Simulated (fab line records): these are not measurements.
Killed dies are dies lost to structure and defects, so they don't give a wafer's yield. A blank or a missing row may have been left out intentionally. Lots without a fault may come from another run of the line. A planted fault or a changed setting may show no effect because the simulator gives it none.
The tool behind it: which one? | flow rit_cmos | 15 lots with 45 wafers sampled at 2 steps, on a route of 202 steps

## WHAT THE GAUGES SHOWED, per wafer
The record holds no reading of a measuring or inspecting step that can be judged against a usual standard deviation.

## TOOL THAT RAN EACH LOT (tool first, then ch and the chambers of the sampled wafers, then the start)
lot  | RIT_PSD_DEVELOP_05               | RIT_M1_PROBE_99
L431 | litho_track-04 ch 0, day 3 03:00 | -
L435 | litho_track-03 ch 0, day 4 03:00 | prober-01, day 4 11:59
L436 | litho_track-01 ch 0, day 4 08:00 | -
L437 | litho_track-01 ch 0, day 4 12:00 | -
L438 | litho_track-03 ch 0, day 4 17:00 | -
L439 | litho_track-01 ch 0, day 5 01:00 | -
L441 | litho_track-04 ch 0, day 5 09:00 | prober-01, day 5 17:49
L442 | litho_track-04 ch 0, day 5 14:00 | prober-01, day 5 23:22
L443 | litho_track-01 ch 0, day 5 16:00 | -
L444 | litho_track-01 ch 0, day 5 20:00 | -
L449 | litho_track-04 ch 0, day 6 23:00 | prober-01, day 7 07:43
L450 | litho_track-04 ch 0, day 7 04:00 | prober-02, day 7 13:28
L451 | litho_track-03 ch 0, day 7 07:00 | -
L452 | litho_track-04 ch 0, day 7 14:00 | prober-02, day 7 23:02
L453 | litho_track-03 ch 0, day 7 18:00 | prober-01, day 8 03:48
- RIT_PSD_DEVELOP_05: develop time 50 s.
- RIT_M1_PROBE_99

## AS READ BY THE TOOLS THEMSELVES (means over the sampled wafers that have a number; for cases with no such wafer, the mark the record gives instead)
RIT_PSD_DEVELOP_05.
lot  | tool           | developer_temp_C (C)
L431 | litho_track-04 | 23.04
L435 | litho_track-03 | 22.96
L436 | litho_track-01 | 23.02
L437 | litho_track-01 | 23.00
L438 | litho_track-03 | 22.83
L439 | litho_track-01 | 22.89
L441 | litho_track-04 | 22.84
L442 | litho_track-04 | 23.00
L443 | litho_track-01 | 23.09
L444 | litho_track-01 | 22.88
L449 | litho_track-04 | 20.53
L450 | litho_track-04 | 20.79
L451 | litho_track-03 | 23.03
L452 | litho_track-04 | 20.78
L453 | litho_track-03 | 22.97

RIT_M1_PROBE_99.
lot  | tool      | killed_at_contacts | killed_at_front_end | killed_dies | killed_on_rim | killed_open | killed_short
L435 | prober-01 | 0.0                | 7.3                 | 7.3         | 2.7           | 3.0         | 4.0
L441 | prober-01 | 0.0                | 5.3                 | 5.3         | 3.0           | 2.7         | 2.7
L442 | prober-01 | 0.0                | 6.7                 | 6.7         | 0.7           | 4.0         | 2.7
L449 | prober-01 | 0.7                | 8.0                 | 8.7         | 2.3           | 2.7         | 6.0
L450 | prober-02 | 0.0                | 6.3                 | 6.3         | 3.0           | 4.0         | 2.3
L452 | prober-02 | 0.0                | 9.0                 | 9.0         | 4.0           | 5.0         | 4.0
L453 | prober-01 | 0.0                | 7.0                 | 7.0         | 2.0           | 3.7         | 3.3

## THE ANSWER, worked out from the rows above alone
Rule: the lots themselves supply what counts as usual. Put in order of their means at a reading, lots are off if they are a third of the lots or fewer, leave a main group of 4 or more, and stand apart from it by a gap of 3 or more times the standard deviation of the main group's means; of several such gaps the widest counts. The tables above print the reading to a certain number of digits; a main group whose means all agree to those digits is not used. A lot without any number at a reading at which 4 lots or more have one is off too. All remaining lots with rows at the step are treated as sound. Order of review: gauges by route order, followed by the tools' own readings, for which a lot's mean as printed above is used. The first step at which some lot is off is used, and at that step the reading that is off furthest; a lot without a number counts as furthest.
Off at RIT_PSD_DEVELOP_05 (developer_temp_C): L449, L450, L452. For the main group the mean is 22.96 C and the standard deviation 0.08.
If a tool, at that step or one of the process steps before it, ran each lot that is off and ran no sound lot following the first of them, it fits. One candidate fits, namely litho_track-04 at RIT_PSD_DEVELOP_05. A fault onset in the window from L442 (day 5 14:00, its last sound lot) to L449 (day 6 23:00, its first lot off) fits.
On the lots that are off, the tool's own readings at RIT_PSD_DEVELOP_05 differ by more than 5 times the standard deviation of the sound lots' means, which bears it out; developer_temp_C reads 20.70 C there versus 22.96 C on the sound lots.

## WHAT THE SIMULATOR PUT IN
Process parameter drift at RIT_PSD_DEVELOP_05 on litho_track-04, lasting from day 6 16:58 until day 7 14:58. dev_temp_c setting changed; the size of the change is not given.
Struck lots among those shown: L449, L450, L452. The rule above reached the same finding.
